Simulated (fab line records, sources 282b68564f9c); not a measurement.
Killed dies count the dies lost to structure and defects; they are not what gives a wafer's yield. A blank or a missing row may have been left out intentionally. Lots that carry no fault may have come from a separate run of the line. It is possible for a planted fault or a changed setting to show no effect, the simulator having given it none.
Split-lot study + flow rit_cmos + 5 lots, 23 wafers read, on a route of 202 steps

== ON THE SPLIT ==
At RIT_ACTIVE_ETCH_13 (etches Si3N4 in SF6, stops on SiO2, time 210 s, target depth 210 nm), the setting pressure_mtorr was moved away from the recipe's 260 mTorr on 15 of the 23 wafers read, by -10.8% to -5.3%. All remaining wafers had this setting at the recipe value.

The reading is taken at the split's own step.

== THE READING ==
oes_product_au, in a.u., at RIT_ACTIVE_ETCH_13 (etches Si3N4 in SF6, stops on SiO2, time 210 s, target depth 210 nm). Fault-free wafers of this fab line usually give 0.818 a.u., standard deviation 0.013 a.u.

| wafer  | tool, chamber at the split | pressure_mtorr as run, mTorr | against the recipe | oes_product_au, a.u. | against lot-mates on the recipe |
|--------|----------------------------|------------------------------|--------------------|----------------------|---------------------------------|
| L074.2 | rie_diel-01, 1             | 260                          | recipe             | 0.821                | -                               |
| L074.3 | rie_diel-01, 3             | 260                          | recipe             | 0.814                | -                               |
| L074.4 | rie_diel-01, 0             | 260                          | recipe             | 0.820                | -                               |
| L074.5 | rie_diel-01, 2             | 260                          | recipe             | 0.818                | -                               |
| L074.6 | rie_diel-01, 1             | 260                          | recipe             | 0.838                | -                               |
| L076.1 | rie_diel-01, 3             | 232                          | -10.8%             | 0.746                | no lot-mate on the recipe       |
| L076.2 | rie_diel-01, 1             | 232                          | -10.8%             | 0.752                | no lot-mate on the recipe       |
| L076.3 | rie_diel-01, 0             | 232                          | -10.8%             | 0.734                | no lot-mate on the recipe       |
| L076.4 | rie_diel-01, 2             | 232                          | -10.8%             | 0.743                | no lot-mate on the recipe       |
| L076.5 | rie_diel-01, 0             | 232                          | -10.8%             | 0.730                | no lot-mate on the recipe       |
| L077.1 | rie_diel-03, 3             | 240.6                        | -7.5%              | 0.793                | no lot-mate on the recipe       |
| L077.2 | rie_diel-03, 0             | 240.6                        | -7.5%              | 0.804                | no lot-mate on the recipe       |
| L077.4 | rie_diel-03, 1             | 240.6                        | -7.5%              | 0.775                | no lot-mate on the recipe       |
| L077.5 | rie_diel-03, 1             | 240.6                        | -7.5%              | 0.775                | no lot-mate on the recipe       |
| L077.6 | rie_diel-03, 2             | 240.6                        | -7.5%              | 0.792                | no lot-mate on the recipe       |
| L082.1 | rie_diel-03, 2             | 260                          | recipe             | 0.821                | -                               |
| L082.2 | rie_diel-03, 3             | 260                          | recipe             | 0.827                | -                               |
| L082.3 | rie_diel-03, 1             | 260                          | recipe             | 0.807                | -                               |
| L083.1 | rie_diel-01, 1             | 246.2                        | -5.3%              | 0.825                | no lot-mate on the recipe       |
| L083.3 | rie_diel-01, 3             | 246.2                        | -5.3%              | 0.814                | no lot-mate on the recipe       |
| L083.4 | rie_diel-01, 0             | 246.2                        | -5.3%              | 0.808                | no lot-mate on the recipe       |
| L083.5 | rie_diel-01, 2             | 246.2                        | -5.3%              | 0.815                | no lot-mate on the recipe       |
| L083.6 | rie_diel-01, 1             | 246.2                        | -5.3%              | 0.822                | no lot-mate on the recipe       |

THE FIT
A straight line over all 23 wafers: oes_product_au changes by +0.00666 a.u. for each +1% of pressure_mtorr; r = +0.85; the points scatter about the line by 0.018 a.u.
Too few moved wafers have a lot-mate on the recipe to fit a line with each lot's own level taken away.
Tool readings at the split's step, against how far the setting was moved: oes_product_au r = +0.85.

== THE FILE'S OWN FIT ==
oes_product_au changes by +0.00668 a.u. for each +1% of pressure_mtorr, r = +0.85.
